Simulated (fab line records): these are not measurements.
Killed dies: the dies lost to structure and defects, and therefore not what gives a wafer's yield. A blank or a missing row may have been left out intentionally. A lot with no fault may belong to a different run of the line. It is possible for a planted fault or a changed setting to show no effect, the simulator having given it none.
Check of tool commonality / flow rit cmos / Sample size 13 lots and 39 wafers

WHAT PROMPTED THE OPENING
RIT_GATE_THK_MEAS_09, reading GATE_POLY_THK: flagged on 1 of 13 lots. Fault-free wafers read 250.8 nm, with a standard deviation of 2.
Rule: flag the lot when none of its wafers has a number, or when each of its wafers that has one lies beyond 4 standard deviations from that mean. The other lots count as sound.

lot=L807; measured=day 2 12:22; on=film metro-01; GATE_POLY_THK (nm), wafer by wafer=250.1 249.3 251.6; flag=
lot=L808; measured=day 2 17:20; on=film metro-02; GATE_POLY_THK (nm), wafer by wafer=247.4 248.2 249.1; flag=
lot=L810; measured=day 3 03:08; on=film metro-03; GATE_POLY_THK (nm), wafer by wafer=250.1 249.5 249.9; flag=
lot=L813; measured=day 3 18:20; on=film metro-03; GATE_POLY_THK (nm), wafer by wafer=250.5 254.6 251.4; flag=
lot=L815; measured=day 4 04:37; on=film metro-01; GATE_POLY_THK (nm), wafer by wafer=246.4 249.0 249.6; flag=
lot=L816; measured=day 4 10:51; on=film metro-01; GATE_POLY_THK (nm), wafer by wafer=313.0 311.5 315.3; flag=FLAGGED
lot=L819; measured=day 5 00:59; on=film metro-01; GATE_POLY_THK (nm), wafer by wafer=250.7 251.2 250.5; flag=
lot=L820; measured=day 5 09:06; on=film metro-02; GATE_POLY_THK (nm), wafer by wafer=252.2 252.6 252.5; flag=
lot=L821; measured=day 5 16:39; on=film metro-03; GATE_POLY_THK (nm), wafer by wafer=253.2 252.3 253.0; flag=
lot=L824; measured=day 6 03:01; on=film metro-03; GATE_POLY_THK (nm), wafer by wafer=249.1 249.4 250.1; flag=
lot=L825; measured=day 6 15:26; on=film metro-02; GATE_POLY_THK (nm), wafer by wafer=251.9 253.0 251.2; flag=
lot=L827; measured=day 6 18:59; on=film metro-01; GATE_POLY_THK (nm), wafer by wafer=252.9 252.7 250.3; flag=
lot=L830; measured=day 7 18:25; on=film metro-03; GATE_POLY_THK (nm), wafer by wafer=252.9 250.3 251.7; flag=
Average over the flagged lots: 313.3 nm; offset from the usual +62.5 nm, equal to +31 standard deviations.

EACH LOT AND THE TOOL IT RAN ON
The record holds 1 process step before the reading, out of a route of 202 steps. Every cell lists first the tool, next ch and the chambers used by the sampled wafers, and last the start.
lot=L807; flag=; RIT_GATE_CVD_08=lpcvd-01 ch 1, day 2 10:44
lot=L808; flag=; RIT_GATE_CVD_08=lpcvd-02 ch 0, day 2 15:43
lot=L810; flag=; RIT_GATE_CVD_08=lpcvd-02 ch 1, day 3 01:30
lot=L813; flag=; RIT_GATE_CVD_08=lpcvd-01 ch 0, day 3 16:43
lot=L815; flag=; RIT_GATE_CVD_08=lpcvd-01 ch 1, day 4 02:59
lot=L816; flag=FLAGGED; RIT_GATE_CVD_08=lpcvd-02 ch 1, day 4 09:13
lot=L819; flag=; RIT_GATE_CVD_08=lpcvd-01 ch 1, day 4 23:22
lot=L820; flag=; RIT_GATE_CVD_08=lpcvd-01 ch 0, day 5 07:28
lot=L821; flag=; RIT_GATE_CVD_08=lpcvd-01 ch 0, day 5 15:02
lot=L824; flag=; RIT_GATE_CVD_08=lpcvd-01 ch 0, day 6 01:23
lot=L825; flag=; RIT_GATE_CVD_08=lpcvd-01 ch 0, day 6 13:49
lot=L827; flag=; RIT_GATE_CVD_08=lpcvd-01 ch 1, day 6 17:22
lot=L830; flag=; RIT_GATE_CVD_08=lpcvd-02 ch 1, day 7 16:47
What is done by these steps:
- RIT_GATE_CVD_08: deposits poly-Si from SiH4, target thk 250 nm, time 2220 s.
- RIT_GATE_THK_MEAS_09

FLAGGED OVER TOTAL, TOOL BY TOOL (the gauges that took the reading come last)
step=RIT_GATE_CVD_08; tool=lpcvd-01; lots run=9; flagged=0; share of the flagged lots=none; sound lots run after its first flagged lot=-
step=RIT_GATE_CVD_08; tool=lpcvd-02; lots run=4; flagged=1; share of the flagged lots=all; sound lots run after its first flagged lot=1 (L830)
step=RIT_GATE_THK_MEAS_09; tool=film metro-01; lots run=5; flagged=1; share of the flagged lots=all; sound lots run after its first flagged lot=2 (L819,L827)
step=RIT_GATE_THK_MEAS_09; tool=film metro-02; lots run=3; flagged=0; share of the flagged lots=none; sound lots run after its first flagged lot=-
step=RIT_GATE_THK_MEAS_09; tool=film metro-03; lots run=5; flagged=0; share of the flagged lots=none; sound lots run after its first flagged lot=-

WHAT IS ALLOWED BY THE TABLE
Every flagged lot went through 2 rows of the table: lpcvd-02 at RIT_GATE_CVD_08 and film metro-01 at RIT_GATE_THK_MEAS_09.
- lpcvd-02 at RIT_GATE_CVD_08 ran 4 lots, 1 of them flagged. Lots that were sound ran on it after the first flagged one (L830); a persistent fault on the entire tool would not allow that.
- film metro-01 at RIT_GATE_THK_MEAS_09 ran 5 lots, 1 of them flagged. Lots that were sound ran on it after the first flagged one (L819, L827); a persistent fault on the entire tool would not allow that.
No row of the table ran every flagged lot and no sound lot after the first.

WHAT HAD BEEN PUT IN BY THE SIMULATOR
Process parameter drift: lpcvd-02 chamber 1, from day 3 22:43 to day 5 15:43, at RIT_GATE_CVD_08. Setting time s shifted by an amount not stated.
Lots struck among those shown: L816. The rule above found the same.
